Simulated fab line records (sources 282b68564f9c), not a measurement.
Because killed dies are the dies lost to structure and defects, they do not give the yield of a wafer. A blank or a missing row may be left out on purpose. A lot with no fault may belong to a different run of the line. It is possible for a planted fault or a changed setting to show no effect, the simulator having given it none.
fab line records / flow rit-cmos
record lots=7 wafers=21 last-day=7
route steps=202 shown PWELL@44 WELLDRIVE@50 NWELL@51 NRETRO@53 M1@202
lots untouched by any fault: they come from a run of this same line in which no faults occurred
start-h: hours from the record's first day to the start of the lot's first wafer shown / wait-h: time in hours since the lot's previous step / " as in the row above / L1.1+2: a row that stands for several wafers / - either no value or no given start / * or withheld: withheld / < > ~ a bound
route shown NAME@n: names a module that has steps shown in the file, with the first one's number in the route / usual: average and standard deviation across the fault-free wafers / same: alike in all rows / chamber/n: place in a boat / sites: the reading at each site / _std_site: their standard deviation / _edge_site: inner sites' mean taken away from outer sites' mean / radius-mm: how far each site lies from the wafer's centre / mask NAME#n: copy n / behind: the last tool/chamber to shape the wafer / hold: cause of the lot's hold/its duration in hours/its outcome / device: names the non-switching transistor (n, p or np) / end of line: the same wafers' tests at the end of the route / a step without rows: its recipe alone / killed: dies that structure and defects cost at the first sort, which is not the same as the wafer's yield / map: per-die view of a wafer (x killed, . not killed, _ where there is no die)
set.NAME: the setting as run; set.NAME@STEP: as run at that earlier step / model.NAME: the simulator's own value behind a step, which no gauge read
a table for each step, a row for each wafer; lots at some steps of the route
services: from which hour (start-h, from the record's first day; less than 0 if before it) a tool's chamber was out of use, for how many hours, and why
## steps
# step RIT_PWELL_DEVELOP_05
# recipe resist=NOVOLAK develop-time-s=68 dev-temp-c=23
# step RIT_PWELL_OVL_MEAS_06
# usual PWELL_OVL=0.5/1.5
lot.wafer=L492.2 tool=overlay-02 chamber=- start-h=32.86 wait-h=- PWELL_OVL[nm]=-0.9
lot.wafer=L492.4 tool=overlay-02 chamber=- start-h=32.86 wait-h=- PWELL_OVL[nm]=-0.4
lot.wafer=L492.5 tool=overlay-02 chamber=- start-h=32.86 wait-h=- PWELL_OVL[nm]=-1.1
lot.wafer=L493.1 tool=overlay-02 chamber=- start-h=40.18 wait-h=- PWELL_OVL[nm]=-1.8
lot.wafer=L493.4 tool=overlay-02 chamber=- start-h=40.18 wait-h=- PWELL_OVL[nm]=-1.0
lot.wafer=L493.6 tool=overlay-02 chamber=- start-h=40.18 wait-h=- PWELL_OVL[nm]=1.3
lot.wafer=L494.1 tool=overlay-02 chamber=- start-h=43.22 wait-h=- PWELL_OVL[nm]=-0.9
lot.wafer=L494.2 tool=overlay-02 chamber=- start-h=43.22 wait-h=- PWELL_OVL[nm]=-0.1
lot.wafer=L494.5 tool=overlay-02 chamber=- start-h=43.22 wait-h=- PWELL_OVL[nm]=-1.2
lot.wafer=L495.2 tool=overlay-02 chamber=- start-h=48.06 wait-h=- PWELL_OVL[nm]=3.9
lot.wafer=L495.3 tool=overlay-02 chamber=- start-h=48.06 wait-h=- PWELL_OVL[nm]=2.3
lot.wafer=L495.4 tool=overlay-02 chamber=- start-h=48.06 wait-h=- PWELL_OVL[nm]=2.7
lot.wafer=L502.1 tool=overlay-02 chamber=- start-h=83.32 wait-h=- PWELL_OVL[nm]=1.0
lot.wafer=L502.3 tool=overlay-02 chamber=- start-h=83.32 wait-h=- PWELL_OVL[nm]=0.8
lot.wafer=L502.6 tool=overlay-02 chamber=- start-h=83.32 wait-h=- PWELL_OVL[nm]=0.0
lot.wafer=L503.3 tool=overlay-02 chamber=- start-h=89.10 wait-h=- PWELL_OVL[nm]=0.4
lot.wafer=L503.4 tool=overlay-02 chamber=- start-h=89.10 wait-h=- PWELL_OVL[nm]=-1.4
lot.wafer=L503.6 tool=overlay-02 chamber=- start-h=89.10 wait-h=- PWELL_OVL[nm]=1.1
lot.wafer=L512.1 tool=overlay-01 chamber=- start-h=132.25 wait-h=- PWELL_OVL[nm]=1.6
lot.wafer=L512.5 tool=overlay-01 chamber=- start-h=132.25 wait-h=- PWELL_OVL[nm]=-0.3
lot.wafer=L512.6 tool=overlay-01 chamber=- start-h=132.25 wait-h=- PWELL_OVL[nm]=-0.8
# step RIT_PWELL_HARDBAKE_07
# recipe resist=NOVOLAK temp-c=140 time-s=120
# step RIT_PWELL_IMPLANT_08
# recipe species=B energy-kev=170 dose-cm2=7e+13 tilt-deg=7
# step RIT_PWELL_STRIP_09
# recipe chemistry=O2 time-s=180 resist=NOVOLAK platen-temp-c=withheld power-w=500 pressure-mtorr=4000 o2-flow-sccm=4000
# usual drypump-motor-current-A=5.7/0.35 rf-refl-power-W=6.4/1.7
# same time-s=180
lot.wafer=L492.2 tool=plasma-asher-02 chamber=0 start-h=33.29 wait-h=0.1 drypump-motor-current-A=5.7 rf-hours-counter-h=20 rf-refl-power-W=6.4
lot.wafer=L492.4 tool=plasma-asher-02 chamber=1 start-h=33.29 wait-h=0.1 drypump-motor-current-A=6.1 rf-hours-counter-h=- rf-refl-power-W=6.4
lot.wafer=L492.5 tool=plasma-asher-02 chamber=0 start-h=33.29 wait-h=0.1 drypump-motor-current-A=5.7 rf-hours-counter-h=- rf-refl-power-W=6.6
lot.wafer=L493.1 tool=plasma-asher-03 chamber=0 start-h=40.62 wait-h=0.1 drypump-motor-current-A=5.8 rf-hours-counter-h=42 rf-refl-power-W=3.9
lot.wafer=L493.4 tool=plasma-asher-03 chamber=1 start-h=40.62 wait-h=0.1 drypump-motor-current-A=5.7 rf-hours-counter-h=- rf-refl-power-W=8.6
lot.wafer=L493.6 tool=plasma-asher-03 chamber=1 start-h=40.62 wait-h=0.1 drypump-motor-current-A=5.6 rf-hours-counter-h=- rf-refl-power-W=8.6
lot.wafer=L494.1 tool=plasma-asher-01 chamber=0 start-h=43.65 wait-h=0.1 drypump-motor-current-A=5.0 rf-hours-counter-h=40 rf-refl-power-W=6.7
lot.wafer=L494.2 tool=plasma-asher-01 chamber=1 start-h=43.65 wait-h=0.1 drypump-motor-current-A=6.0 rf-hours-counter-h=40 rf-refl-power-W=6.0
lot.wafer=L494.5 tool=plasma-asher-01 chamber=0 start-h=43.65 wait-h=0.1 drypump-motor-current-A=5.0 rf-hours-counter-h=- rf-refl-power-W=6.8
lot.wafer=L495.2 tool=plasma-asher-02 chamber=0 start-h=48.60 wait-h=0.1 drypump-motor-current-A=5.7 rf-hours-counter-h=22 rf-refl-power-W=7.0
lot.wafer=L495.3 tool=plasma-asher-02 chamber=0 start-h=48.60 wait-h=0.1 drypump-motor-current-A=5.6 rf-hours-counter-h=- rf-refl-power-W=6.7
lot.wafer=L495.4 tool=plasma-asher-02 chamber=1 start-h=48.60 wait-h=0.1 drypump-motor-current-A=6.1 rf-hours-counter-h=- rf-refl-power-W=6.7
lot.wafer=L502.1 tool=plasma-asher-01 chamber=0 start-h=83.75 wait-h=0.1 drypump-motor-current-A=5.1 rf-hours-counter-h=45 rf-refl-power-W=6.8
lot.wafer=L502.3 tool=plasma-asher-01 chamber=0 start-h=83.75 wait-h=0.1 drypump-motor-current-A=5.0 rf-hours-counter-h=- rf-refl-power-W=6.8
lot.wafer=L502.6 tool=plasma-asher-01 chamber=0 start-h=83.75 wait-h=0.1 drypump-motor-current-A=5.0 rf-hours-counter-h=- rf-refl-power-W=6.6
lot.wafer=L503.3 tool=plasma-asher-01 chamber=0 start-h=89.58 wait-h=0.1 drypump-motor-current-A=5.0 rf-hours-counter-h=- rf-refl-power-W=7.2
lot.wafer=L503.4 tool=plasma-asher-01 chamber=1 start-h=89.58 wait-h=0.1 drypump-motor-current-A=6.0 rf-hours-counter-h=- rf-refl-power-W=6.4
lot.wafer=L503.6 tool=plasma-asher-01 chamber=1 start-h=89.58 wait-h=0.1 drypump-motor-current-A=6.0 rf-hours-counter-h=- rf-refl-power-W=6.1
lot.wafer=L512.1 tool=plasma-asher-03 chamber=0 start-h=132.69 wait-h=0.1 drypump-motor-current-A=5.8 rf-hours-counter-h=54 rf-refl-power-W=3.6
lot.wafer=L512.5 tool=plasma-asher-03 chamber=0 start-h=132.69 wait-h=0.1 drypump-motor-current-A=5.8 rf-hours-counter-h=- rf-refl-power-W=3.6
lot.wafer=L512.6 tool=plasma-asher-03 chamber=1 start-h=132.69 wait-h=0.1 drypump-motor-current-A=5.7 rf-hours-counter-h=- rf-refl-power-W=8.6
# step RIT_PWELL_TW_MEAS_10
# usual PWELL_TW=958/8.3
lot.wafer=L492.2 tool=film-metro-02 chamber=- start-h=33.47 wait-h=0.1 PWELL_TW=966
lot.wafer=L492.4 tool=film-metro-02 chamber=- start-h=33.47 wait-h=0.1 PWELL_TW=969
lot.wafer=L492.5 tool=film-metro-02 chamber=- start-h=33.47 wait-h=0.1 PWELL_TW=965
lot.wafer=L493.1 tool=film-metro-02 chamber=- start-h=40.79 wait-h=0.1 PWELL_TW=967
lot.wafer=L493.4 tool=film-metro-02 chamber=- start-h=40.79 wait-h=0.1 PWELL_TW=972
lot.wafer=L493.6 tool=film-metro-02 chamber=- start-h=40.79 wait-h=0.1 PWELL_TW=970
lot.wafer=L494.1 tool=film-metro-03 chamber=- start-h=43.83 wait-h=0.1 PWELL_TW=961
lot.wafer=L494.2 tool=film-metro-03 chamber=- start-h=43.83 wait-h=0.1 PWELL_TW=957
lot.wafer=L494.5 tool=film-metro-03 chamber=- start-h=43.83 wait-h=0.1 PWELL_TW=954
lot.wafer=L495.2 tool=film-metro-02 chamber=- start-h=48.79 wait-h=0.1 PWELL_TW=966
lot.wafer=L495.3 tool=film-metro-02 chamber=- start-h=48.79 wait-h=0.1 PWELL_TW=968
lot.wafer=L495.4 tool=film-metro-02 chamber=- start-h=48.79 wait-h=0.1 PWELL_TW=968
lot.wafer=L502.1 tool=film-metro-03 chamber=- start-h=83.93 wait-h=0.1 PWELL_TW=951
lot.wafer=L502.3 tool=film-metro-03 chamber=- start-h=83.93 wait-h=0.1 PWELL_TW=949
lot.wafer=L502.6 tool=film-metro-03 chamber=- start-h=83.93 wait-h=0.1 PWELL_TW=957
lot.wafer=L503.3 tool=film-metro-04 chamber=- start-h=89.72 wait-h=0.1 PWELL_TW=963
lot.wafer=L503.4 tool=film-metro-04 chamber=- start-h=89.72 wait-h=0.1 PWELL_TW=966
lot.wafer=L503.6 tool=film-metro-04 chamber=- start-h=89.72 wait-h=0.1 PWELL_TW=967
lot.wafer=L512.1 tool=film-metro-02 chamber=- start-h=132.86 wait-h=0.1 PWELL_TW=958
lot.wafer=L512.5 tool=film-metro-02 chamber=- start-h=132.86 wait-h=0.1 PWELL_TW=964
lot.wafer=L512.6 tool=film-metro-02 chamber=- start-h=132.86 wait-h=0.1 PWELL_TW=959
# step RIT_WELLDRIVE_ANNEAL_00
# recipe temp-c=1100 time-s=14700 ambient=N2
# step RIT_WELLDRIVE_RS_MEAS_01
# recipe thk-meas-gauge=four-point-probe
# usual NWELL_RS=271.8/0.79
lot.wafer=L492.2 tool=film-metro-04 chamber=- start-h=38.96 wait-h=0.0 NWELL_RS[ohm/sq]=271.8
lot.wafer=L492.4 tool=film-metro-04 chamber=- start-h=38.96 wait-h=0.0 NWELL_RS[ohm/sq]=271.6
lot.wafer=L492.5 tool=film-metro-04 chamber=- start-h=38.96 wait-h=0.0 NWELL_RS[ohm/sq]=271.2
lot.wafer=L493.1 tool=film-metro-04 chamber=- start-h=45.94 wait-h=0.0 NWELL_RS[ohm/sq]=270.5
lot.wafer=L493.4 tool=film-metro-04 chamber=- start-h=45.94 wait-h=0.0 NWELL_RS[ohm/sq]=270.3
lot.wafer=L493.6 tool=film-metro-04 chamber=- start-h=45.94 wait-h=0.0 NWELL_RS[ohm/sq]=270.8
lot.wafer=L494.1 tool=film-metro-03 chamber=- start-h=49.05 wait-h=0.0 NWELL_RS[ohm/sq]=273.6
lot.wafer=L494.2 tool=film-metro-03 chamber=- start-h=49.05 wait-h=0.0 NWELL_RS[ohm/sq]=273.5
lot.wafer=L494.5 tool=film-metro-03 chamber=- start-h=49.05 wait-h=0.0 NWELL_RS[ohm/sq]=272.5
lot.wafer=L495.2 tool=film-metro-03 chamber=- start-h=53.94 wait-h=0.0 NWELL_RS[ohm/sq]=271.6
lot.wafer=L495.3 tool=film-metro-03 chamber=- start-h=53.94 wait-h=0.0 NWELL_RS[ohm/sq]=271.0
lot.wafer=L495.4 tool=film-metro-03 chamber=- start-h=53.94 wait-h=0.0 NWELL_RS[ohm/sq]=270.8
lot.wafer=L502.1 tool=film-metro-02 chamber=- start-h=89.61 wait-h=0.0 NWELL_RS[ohm/sq]=272.2
lot.wafer=L502.3 tool=film-metro-02 chamber=- start-h=89.61 wait-h=0.0 NWELL_RS[ohm/sq]=272.4
lot.wafer=L502.6 tool=film-metro-02 chamber=- start-h=89.61 wait-h=0.0 NWELL_RS[ohm/sq]=273.1
lot.wafer=L503.3 tool=film-metro-02 chamber=- start-h=94.88 wait-h=0.0 NWELL_RS[ohm/sq]=270.3
lot.wafer=L503.4 tool=film-metro-02 chamber=- start-h=94.88 wait-h=0.0 NWELL_RS[ohm/sq]=270.6
lot.wafer=L503.6 tool=film-metro-02 chamber=- start-h=94.88 wait-h=0.0 NWELL_RS[ohm/sq]=270.6
lot.wafer=L512.1 tool=film-metro-03 chamber=- start-h=138.77 wait-h=0.0 NWELL_RS[ohm/sq]=271.6
lot.wafer=L512.5 tool=film-metro-03 chamber=- start-h=138.77 wait-h=0.0 NWELL_RS[ohm/sq]=270.4
lot.wafer=L512.6 tool=film-metro-03 chamber=- start-h=138.77 wait-h=0.0 NWELL_RS[ohm/sq]=271.0
# step RIT_WELLDRIVE_RS_MEAS_02
# recipe thk-meas-gauge=four-point-probe
# usual PWELL_RS=429.3/1.2
lot.wafer=L492.2 tool=film-metro-04 chamber=- start-h=39.08 wait-h=0.1 PWELL_RS[ohm/sq]=429.5
lot.wafer=L492.4 tool=film-metro-04 chamber=- start-h=39.08 wait-h=0.1 PWELL_RS[ohm/sq]=430.3
lot.wafer=L492.5 tool=film-metro-04 chamber=- start-h=39.08 wait-h=0.1 PWELL_RS[ohm/sq]=429.7
lot.wafer=L493.1 tool=film-metro-04 chamber=- start-h=46.06 wait-h=0.1 PWELL_RS[ohm/sq]=429.6
lot.wafer=L493.4 tool=film-metro-04 chamber=- start-h=46.06 wait-h=0.1 PWELL_RS[ohm/sq]=430.0
lot.wafer=L493.6 tool=film-metro-04 chamber=- start-h=46.06 wait-h=0.1 PWELL_RS[ohm/sq]=428.6
lot.wafer=L494.1 tool=film-metro-03 chamber=- start-h=49.17 wait-h=0.1 PWELL_RS[ohm/sq]=426.9
lot.wafer=L494.2 tool=film-metro-03 chamber=- start-h=49.17 wait-h=0.1 PWELL_RS[ohm/sq]=428.9
lot.wafer=L494.5 tool=film-metro-03 chamber=- start-h=49.17 wait-h=0.1 PWELL_RS[ohm/sq]=427.6
lot.wafer=L495.2 tool=film-metro-03 chamber=- start-h=54.06 wait-h=0.1 PWELL_RS[ohm/sq]=427.3
lot.wafer=L495.3 tool=film-metro-03 chamber=- start-h=54.06 wait-h=0.1 PWELL_RS[ohm/sq]=427.8
lot.wafer=L495.4 tool=film-metro-03 chamber=- start-h=54.06 wait-h=0.1 PWELL_RS[ohm/sq]=429.0
lot.wafer=L502.1 tool=film-metro-02 chamber=- start-h=89.73 wait-h=0.1 PWELL_RS[ohm/sq]=432.2
lot.wafer=L502.3 tool=film-metro-02 chamber=- start-h=89.73 wait-h=0.1 PWELL_RS[ohm/sq]=431.1
lot.wafer=L502.6 tool=film-metro-02 chamber=- start-h=89.73 wait-h=0.1 PWELL_RS[ohm/sq]=430.4
lot.wafer=L503.3 tool=film-metro-02 chamber=- start-h=95.00 wait-h=0.1 PWELL_RS[ohm/sq]=431.2
lot.wafer=L503.4 tool=film-metro-02 chamber=- start-h=95.00 wait-h=0.1 PWELL_RS[ohm/sq]=429.3
lot.wafer=L503.6 tool=film-metro-02 chamber=- start-h=95.00 wait-h=0.1 PWELL_RS[ohm/sq]=430.1
lot.wafer=L512.1 tool=film-metro-03 chamber=- start-h=138.89 wait-h=0.1 PWELL_RS[ohm/sq]=429.2
lot.wafer=L512.5 tool=film-metro-03 chamber=- start-h=138.89 wait-h=0.1 PWELL_RS[ohm/sq]=429.0
lot.wafer=L512.6 tool=film-metro-03 chamber=- start-h=138.89 wait-h=0.1 PWELL_RS[ohm/sq]=428.5
# step RIT_NRETRO_HMDS_00
# recipe prime-time-s=60 prime-temp-c=140
# step RIT_NRETRO_COAT_01
# recipe resist=NOVOLAK spin-rpm=2000 resist-thk-nm=1300
# step RIT_NRETRO_SOFTBAKE_02
# recipe resist=NOVOLAK temp-c=90 time-s=60
# step RIT_NRETRO_EXPOSE_03
# recipe mask-id=M4 na=0.57 target-cd-nm=43900 dose-mj=250
lot.wafer=L492.2+4+5 tool=iline-stepper-01 chamber=0 start-h=39.65 wait-h=0.1 mask=M4#0 model.NRETRO.overlay-x-nm=0.6212
lot.wafer=L493.1+4+6 tool=iline-stepper-01 chamber=0 start-h=46.63 wait-h=0.1 mask=M4#0 model.NRETRO.overlay-x-nm=1.591
lot.wafer=L494.1+2+5 tool=iline-stepper-01 chamber=0 start-h=49.74 wait-h=0.1 mask=M4#0 model.NRETRO.overlay-x-nm=2.857
lot.wafer=L495.2+3+4 tool=iline-stepper-01 chamber=0 start-h=54.63 wait-h=0.1 mask=M4#0 model.NRETRO.overlay-x-nm=0.7424
lot.wafer=L502.1+3+6 tool=iline-stepper-02 chamber=0 start-h=90.30 wait-h=0.1 mask=M4#0 model.NRETRO.overlay-x-nm=-0.4048
lot.wafer=L503.3+4+6 tool=iline-stepper-02 chamber=0 start-h=95.57 wait-h=0.1 mask=M4#0 model.NRETRO.overlay-x-nm=0.181
lot.wafer=L512.1+5+6 tool=iline-stepper-02 chamber=0 start-h=139.46 wait-h=0.1 mask=M4#0 model.NRETRO.overlay-x-nm=2.045
# step RIT_NRETRO_PEB_04
# recipe resist=NOVOLAK temp-c=withheld time-s=withheld
# step RIT_M1_PROBE_99
# usual killed-at-contacts=0.1/0.26 killed-at-front-end=7/3.2 killed-dies=7/3.2 killed-open=3.2/2.1 killed-short=3.7/2.1
# same gross-dies=264 killed_at_M0_to_M3=0 killed_at_M4_up=0 killed-at-back-side=0 killed-at-other=0
lot.wafer=L492.2 tool=prober-02 chamber=- start-h=69.26 wait-h=0.1 killed-at-contacts=0 killed-at-front-end=3 killed-dies=3 killed-open=1 killed-short=2
lot.wafer=L492.4 tool=prober-02 chamber=- start-h=69.36 wait-h=0.2 killed-at-contacts=0 killed-at-front-end=11 killed-dies=11 killed-open=3 killed-short=7
lot.wafer=L492.5 tool=prober-02 chamber=- start-h=69.41 wait-h=0.2 killed-at-contacts=0 killed-at-front-end=8 killed-dies=8 killed-open=5 killed-short=3
lot.wafer=L494.1 tool=prober-02 chamber=- start-h=77.69 wait-h=0.1 killed-at-contacts=0 killed-at-front-end=3 killed-dies=3 killed-open=1 killed-short=2
lot.wafer=L494.2 tool=prober-02 chamber=- start-h=77.74 wait-h=0.1 killed-at-contacts=0 killed-at-front-end=5 killed-dies=5 killed-open=3 killed-short=2
lot.wafer=L494.5 tool=prober-02 chamber=- start-h=77.89 wait-h=0.2 killed-at-contacts=0 killed-at-front-end=5 killed-dies=5 killed-open=3 killed-short=2
lot.wafer=L495.2 tool=prober-01 chamber=- start-h=84.57 wait-h=0.1 killed-at-contacts=0 killed-at-front-end=6 killed-dies=6 killed-open=2 killed-short=4
lot.wafer=L495.3 tool=prober-01 chamber=- start-h=84.62 wait-h=0.2 killed-at-contacts=0 killed-at-front-end=14 killed-dies=14 killed-open=3 killed-short=11
lot.wafer=L495.4 tool=prober-01 chamber=- start-h=84.67 wait-h=0.2 killed-at-contacts=0 killed-at-front-end=8 killed-dies=8 killed-open=8 killed-short=0
lot.wafer=L512.1 tool=prober-02 chamber=- start-h=167.84 wait-h=0.1 killed-at-contacts=0 killed-at-front-end=10 killed-dies=10 killed-open=5 killed-short=5
lot.wafer=L512.5 tool=prober-02 chamber=- start-h=168.04 wait-h=0.2 killed-at-contacts=0 killed-at-front-end=7 killed-dies=7 killed-open=1 killed-short=6
lot.wafer=L512.6 tool=prober-02 chamber=- start-h=168.09 wait-h=0.2 killed-at-contacts=0 killed-at-front-end=10 killed-dies=10 killed-open=5 killed-short=5
# killed by level:class
L492.2 GATE:geometric-particle:short=1 GATE:geometric-particle:open=1 SPACER:geometric-particle:short=1
L492.4 GATE:geometric-particle:open=3 FOX2:geometric-particle:short=2 GATE:geometric-particle:short=2 FOX1:geometric-particle:short=1 SPACER:geometric-particle:short=1 SILICIDE:geometric-particle:short=1 GATE:coat-microbubble-printed=1
L492.5 GATE:geometric-particle:open=2 GATE:geometric-particle:short=2 REOX:geometric-particle:short=1 REOX:geometric-particle:open=1 SPACER:geometric-particle:open=1 SILICIDE:geometric-particle:open=1
L494.1 GATE:geometric-particle:short=2 GATE:geometric-particle:open=1
L494.2 SPACER:geometric-particle:open=2 GATE:geometric-particle:short=1 GATE:geometric-particle:open=1 SILICIDE:geometric-particle:short=1
L494.5 SPACER:geometric-particle:open=2 FOX1:geometric-particle:short=1 GATE:geometric-particle:open=1 SPACER:geometric-particle:short=1
L495.2 FOX1:geometric-particle:short=1 FOX1:geometric-particle:open=1 FOX2:geometric-particle:short=1 GATE:geometric-particle:short=1 GATE:geometric-particle:open=1 SILICIDE:geometric-particle:short=1
L495.3 SPACER:geometric-particle:short=4 GATE:geometric-particle:short=3 FOX2:geometric-particle:short=2 REOX:geometric-particle:short=2 GATE:geometric-particle:open=1 SPACER:geometric-particle:open=1 SILICIDE:geometric-particle:open=1
L495.4 GATE:geometric-particle:open=3 FOX1:geometric-particle:open=2 SILICIDE:geometric-particle:open=2 SPACER:geometric-particle:open=1
L512.1 FOX1:geometric-particle:open=4 FOX1:geometric-particle:short=2 REOX:geometric-particle:short=2 GATE:geometric-particle:open=1 GATE:geometric-particle:short=1
L512.5 GATE:geometric-particle:short=2 REOX:geometric-particle:short=2 FOX2:geometric-particle:short=1 GATE:geometric-particle:open=1 SPACER:geometric-particle:short=1
L512.6 REOX:geometric-particle:open=3 GATE:geometric-particle:short=2 REOX:geometric-particle:short=2 FOX1:geometric-particle:open=1 SPACER:geometric-particle:open=1 SILICIDE:geometric-particle:short=1
## services
tool=iline-stepper-02 chamber=- start-h=23.90 hours=4.4 kind=pm
tool=iline-stepper-02 chamber=- start-h=32.14 hours=8.9 kind=pm
tool=iline-stepper-02 chamber=0 start-h=47.36 hours=- kind=calibration
tool=plasma-asher-02 chamber=- start-h=92.79 hours=55.8 kind=repair
## key
first-sign none at tools or gauges
model-effect step=RIT_NRETRO_EXPOSE_03 value=NRETRO.overlay-x-nm without=-0.0006857 struck=1.73
met-at RIT_NRETRO_EXPOSE_03
struck-wafers L493.1,L493.4,L493.6,L494.1,L494.2,L494.5,L495.2,L495.3,L495.4
tester-left-out L493,L494,L495
onset-between 39.65 46.63
fault kind=scanner-matching-overlay tool=iline-stepper-01 chamber=- onset-h=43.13 steps=RIT_NRETRO_EXPOSE_03 offset=1.7308
# tester-left-out: of these lots the tester's yield and bins aren't shown, on N5 and GAA mostly nor the transistor test; their killed dies are dies lost to structure and defects alone, not to doping, threshold or leakage, so they don't give the yield
